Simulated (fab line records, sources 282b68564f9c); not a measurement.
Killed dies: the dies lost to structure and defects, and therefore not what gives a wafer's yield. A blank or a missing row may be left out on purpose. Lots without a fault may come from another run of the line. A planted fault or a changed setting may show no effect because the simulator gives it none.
fab line records :: flow ritCmos
record:
  lots: 11
  wafers: 33
  lastDay: 5
route steps=202 shown NRETRO@61
lots untouched by any fault: they come from a run of this same line in which no faults occurred
startH: hours from the record's opening day to when the first of the lot's shown wafers began :: waitH: hours elapsed since this lot's preceding step :: " unchanged from the row above :: L1.1+2: a single row standing in for several wafers :: - no value, or no start given :: * or withheld: withheld :: < > ~ a bound
route shown NAME@n: NAME is a module with steps in the file, n the number in the route of the first one :: usual: mean/standard deviation taken from wafers without a fault :: same: alike in all rows :: chamber/n: place in a boat :: sites: each site's reading :: _std_site: standard deviation across them :: _edge_site: the outer-site mean with the inner-site mean subtracted :: radiusMm: for every site, how far away it sits from the centre of the wafer :: mask NAME#n: copy n :: behind: the most recent tool/chamber to have shaped the wafer :: hold: reason for holding the lot/hours on hold/outcome of the hold :: device: the n, p or np transistor that did not switch :: end of line: the same wafers' tests at the end of the route :: for a step that has no rows: nothing shown but its recipe :: killed: count of dies lost to structure and defects at first sort (not the wafer's yield) :: map: a wafer's dies, marking killed ones x, the rest . and places with no die _
set.NAME: the setting the step ran with; set.NAME@STEP: the setting that earlier step ran with :: model.NAME: the simulator's own value behind a step, which no gauge read
the route's steps for a sample of lots (tables are steps, rows are wafers)
services: when a tool's chamber went out of use (startH, in hours from the record's first day, below 0 if earlier), for how many hours, and the reason
== steps ==
step: RIT_NRETRO_IMPLANT_08
recipe:
  species: P
  energyKev: 70
  doseCm2: 1e+13
  tiltDeg: 7
usual:
  beamEnergyKeV: 70.002/0.022
  implantIonAmu: 31/0
lot.wafer: L562.1
tool: implanter-04
chamber: 0
startH: 32.61
waitH: 0.2
beamEnergyKeV: 69.984
implantIonAmu: 31

lot.wafer: L562.3
tool: implanter-04
chamber: 0
startH: 32.61
waitH: 0.2
beamEnergyKeV: 70.043
implantIonAmu: 31

lot.wafer: L562.6
tool: implanter-04
chamber: 0
startH: 32.61
waitH: 0.2
beamEnergyKeV: 70.037
implantIonAmu: 31

lot.wafer: L563.2
tool: implanter-03
chamber: 0
startH: 36.75
waitH: 0.2
beamEnergyKeV: 69.976
implantIonAmu: 31

lot.wafer: L563.5
tool: implanter-03
chamber: 0
startH: 36.75
waitH: 0.2
beamEnergyKeV: 69.999
implantIonAmu: 31

lot.wafer: L563.6
tool: implanter-03
chamber: 0
startH: 36.75
waitH: 0.2
beamEnergyKeV: 70.012
implantIonAmu: 31

lot.wafer: L564.1
tool: implanter-02
chamber: 0
startH: 41.80
waitH: 0.2
beamEnergyKeV: 69.987
implantIonAmu: 31

lot.wafer: L564.4
tool: implanter-02
chamber: 0
startH: 41.80
waitH: 0.2
beamEnergyKeV: 69.984
implantIonAmu: 31

lot.wafer: L564.5
tool: implanter-02
chamber: 0
startH: 41.80
waitH: 0.2
beamEnergyKeV: 69.989
implantIonAmu: 31

lot.wafer: L565.1
tool: implanter-02
chamber: 0
startH: 47.08
waitH: 0.2
beamEnergyKeV: 70.011
implantIonAmu: 31

lot.wafer: L565.3
tool: implanter-02
chamber: 0
startH: 47.08
waitH: 0.2
beamEnergyKeV: 70.048
implantIonAmu: 31

lot.wafer: L565.6
tool: implanter-02
chamber: 0
startH: 47.08
waitH: 0.2
beamEnergyKeV: 70.017
implantIonAmu: 31

lot.wafer: L566.1
tool: implanter-04
chamber: 0
startH: 53.85
waitH: 0.2
beamEnergyKeV: 70.025
implantIonAmu: 31

lot.wafer: L566.4
tool: implanter-04
chamber: 0
startH: 53.85
waitH: 0.2
beamEnergyKeV: 70.022
implantIonAmu: 31

lot.wafer: L566.6
tool: implanter-04
chamber: 0
startH: 53.85
waitH: 0.2
beamEnergyKeV: 70.015
implantIonAmu: 31

lot.wafer: L567.1
tool: implanter-04
chamber: 0
startH: 60.59
waitH: 0.2
beamEnergyKeV: 70.007
implantIonAmu: 31

lot.wafer: L567.4
tool: implanter-04
chamber: 0
startH: 60.59
waitH: 0.2
beamEnergyKeV: 70.022
implantIonAmu: 31

lot.wafer: L567.5
tool: implanter-04
chamber: 0
startH: 60.59
waitH: 0.2
beamEnergyKeV: 70.025
implantIonAmu: 31

lot.wafer: L568.2
tool: implanter-02
chamber: 0
startH: 63.79
waitH: 0.2
beamEnergyKeV: 69.967
implantIonAmu: 31

lot.wafer: L568.4
tool: implanter-02
chamber: 0
startH: 63.79
waitH: 0.2
beamEnergyKeV: 69.960
implantIonAmu: 31

lot.wafer: L568.6
tool: implanter-02
chamber: 0
startH: 63.79
waitH: 0.2
beamEnergyKeV: 70.010
implantIonAmu: 31

lot.wafer: L569.4
tool: implanter-03
chamber: 0
startH: 65.67
waitH: 0.2
beamEnergyKeV: 69.997
implantIonAmu: 11

lot.wafer: L569.5
tool: implanter-03
chamber: 0
startH: 65.67
waitH: 0.2
beamEnergyKeV: 69.991
implantIonAmu: 11

lot.wafer: L569.6
tool: implanter-03
chamber: 0
startH: 65.67
waitH: 0.2
beamEnergyKeV: 70.044
implantIonAmu: 11

lot.wafer: L570.3
tool: implanter-02
chamber: 0
startH: 73.14
waitH: 0.2
beamEnergyKeV: 70.030
implantIonAmu: 11

lot.wafer: L570.4
tool: implanter-02
chamber: 0
startH: 73.14
waitH: 0.2
beamEnergyKeV: 70.044
implantIonAmu: 11

lot.wafer: L570.6
tool: implanter-02
chamber: 0
startH: 73.14
waitH: 0.2
beamEnergyKeV: 69.999
implantIonAmu: 11

lot.wafer: L571.1
tool: implanter-04
chamber: 0
startH: 77.99
waitH: 0.2
beamEnergyKeV: 69.981
implantIonAmu: 11

lot.wafer: L571.3
tool: implanter-04
chamber: 0
startH: 77.99
waitH: 0.2
beamEnergyKeV: 70.033
implantIonAmu: 11

lot.wafer: L571.4
tool: implanter-04
chamber: 0
startH: 77.99
waitH: 0.2
beamEnergyKeV: 69.997
implantIonAmu: 11

lot.wafer: L572.1
tool: implanter-03
chamber: 0
startH: 81.92
waitH: 0.2
beamEnergyKeV: 69.980
implantIonAmu: 11

lot.wafer: L572.2
tool: implanter-03
chamber: 0
startH: 81.92
waitH: 0.2
beamEnergyKeV: 69.975
implantIonAmu: 11

lot.wafer: L572.3
tool: implanter-03
chamber: 0
startH: 81.92
waitH: 0.2
beamEnergyKeV: 69.960
implantIonAmu: 11
step: RIT_NRETRO_TW_MEAS_10
usual:
  NRETRO_TW: 1044/12
lot.wafer: L562.1
tool: filmMetro-04
chamber: -
startH: 32.93
waitH: 0.1
NRETRO_TW: 1057

lot.wafer: L562.3
tool: filmMetro-04
chamber: -
startH: 32.93
waitH: 0.1
NRETRO_TW: 1061

lot.wafer: L562.6
tool: filmMetro-04
chamber: -
startH: 32.93
waitH: 0.1
NRETRO_TW: 1061

lot.wafer: L563.2
tool: filmMetro-02
chamber: -
startH: 37.06
waitH: 0.1
NRETRO_TW: 1032

lot.wafer: L563.5
tool: filmMetro-02
chamber: -
startH: 37.06
waitH: 0.1
NRETRO_TW: 1032

lot.wafer: L563.6
tool: filmMetro-02
chamber: -
startH: 37.06
waitH: 0.1
NRETRO_TW: 1033

lot.wafer: L564.1
tool: filmMetro-04
chamber: -
startH: 42.13
waitH: 0.1
NRETRO_TW: 1062

lot.wafer: L564.4
tool: filmMetro-04
chamber: -
startH: 42.13
waitH: 0.1
NRETRO_TW: 1065

lot.wafer: L564.5
tool: filmMetro-04
chamber: -
startH: 42.13
waitH: 0.1
NRETRO_TW: 1059

lot.wafer: L565.1
tool: filmMetro-01
chamber: -
startH: 47.41
waitH: 0.1
NRETRO_TW: 1039

lot.wafer: L565.3
tool: filmMetro-01
chamber: -
startH: 47.41
waitH: 0.1
NRETRO_TW: 1044

lot.wafer: L565.6
tool: filmMetro-01
chamber: -
startH: 47.41
waitH: 0.1
NRETRO_TW: 1043

lot.wafer: L566.1
tool: filmMetro-02
chamber: -
startH: 54.18
waitH: 0.1
NRETRO_TW: 1025

lot.wafer: L566.4
tool: filmMetro-02
chamber: -
startH: 54.18
waitH: 0.1
NRETRO_TW: 1027

lot.wafer: L566.6
tool: filmMetro-02
chamber: -
startH: 54.18
waitH: 0.1
NRETRO_TW: 1029

lot.wafer: L567.1
tool: filmMetro-02
chamber: -
startH: 60.92
waitH: 0.1
NRETRO_TW: 1030

lot.wafer: L567.4
tool: filmMetro-02
chamber: -
startH: 60.92
waitH: 0.1
NRETRO_TW: 1032

lot.wafer: L567.5
tool: filmMetro-02
chamber: -
startH: 60.92
waitH: 0.1
NRETRO_TW: 1032

lot.wafer: L568.2
tool: filmMetro-02
chamber: -
startH: 64.10
waitH: 0.1
NRETRO_TW: 1043

lot.wafer: L568.4
tool: filmMetro-02
chamber: -
startH: 64.10
waitH: 0.1
NRETRO_TW: 1030

lot.wafer: L568.6
tool: filmMetro-02
chamber: -
startH: 64.10
waitH: 0.1
NRETRO_TW: 1031

lot.wafer: L569.4
tool: filmMetro-01
chamber: -
startH: 65.95
waitH: 0.1
NRETRO_TW: 471

lot.wafer: L569.5
tool: filmMetro-01
chamber: -
startH: 65.95
waitH: 0.1
NRETRO_TW: 471

lot.wafer: L569.6
tool: filmMetro-01
chamber: -
startH: 65.95
waitH: 0.1
NRETRO_TW: 471

lot.wafer: L570.3
tool: filmMetro-02
chamber: -
startH: 73.43
waitH: 0.1
NRETRO_TW: 467

lot.wafer: L570.4
tool: filmMetro-02
chamber: -
startH: 73.43
waitH: 0.1
NRETRO_TW: 469

lot.wafer: L570.6
tool: filmMetro-02
chamber: -
startH: 73.43
waitH: 0.1
NRETRO_TW: 467

lot.wafer: L571.1
tool: filmMetro-04
chamber: -
startH: 78.32
waitH: 0.1
NRETRO_TW: 480

lot.wafer: L571.3
tool: filmMetro-04
chamber: -
startH: 78.32
waitH: 0.1
NRETRO_TW: 481

lot.wafer: L571.4
tool: filmMetro-04
chamber: -
startH: 78.32
waitH: 0.1
NRETRO_TW: 483

lot.wafer: L572.1
tool: filmMetro-01
chamber: -
startH: 82.25
waitH: 0.1
NRETRO_TW: 474

lot.wafer: L572.2
tool: filmMetro-01
chamber: -
startH: 82.25
waitH: 0.1
NRETRO_TW: 475

lot.wafer: L572.3
tool: filmMetro-01
chamber: -
startH: 82.25
waitH: 0.1
NRETRO_TW: 474
== services ==
tool: implanter-04
chamber: -
startH: 38.71
hours: 4.0
kind: pm
== key ==
firstSign:
  step: RIT_NRETRO_IMPLANT_08
  reading: implantIonAmu
  direction: down
  sigmas: 99+
  usual: 31
  struck: 11
effect:
  step: RIT_NRETRO_TW_MEAS_10
  reading: NRETRO_TW
  direction: down
  sigmas: 47
  usual: 1044
  struck: 474
metAt RIT_NRETRO_IMPLANT_08
struckLots L569,L570,L571,L572
sortLeftOut L569.4,L569.5,L569.6,L570.3,L570.4,L570.6,L571.1,L571.3,L571.4,L572.1,L572.2,L572.3
testerLeftOut L569,L570,L571,L572
onsetBetween 63.79 65.67
fault:
  kind: wrongRecipeDownload
  tool: implanter-02,implanter-03,implanter-04
  chamber: -
  onsetH: 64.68
  steps: RIT_NRETRO_IMPLANT_08
  wrongRecipe.notListed: 1
testerLeftOut: of these lots the tester's yield and bins aren't shown, on N5 and GAA mostly nor the transistor test; their killed dies are dies lost to structure and defects alone, not to doping, threshold or leakage, so they don't give the yield
sortLeftOut: the simulated sort isn't trusted on such a fault, so these wafers' sort isn't shown, and their yield isn't known
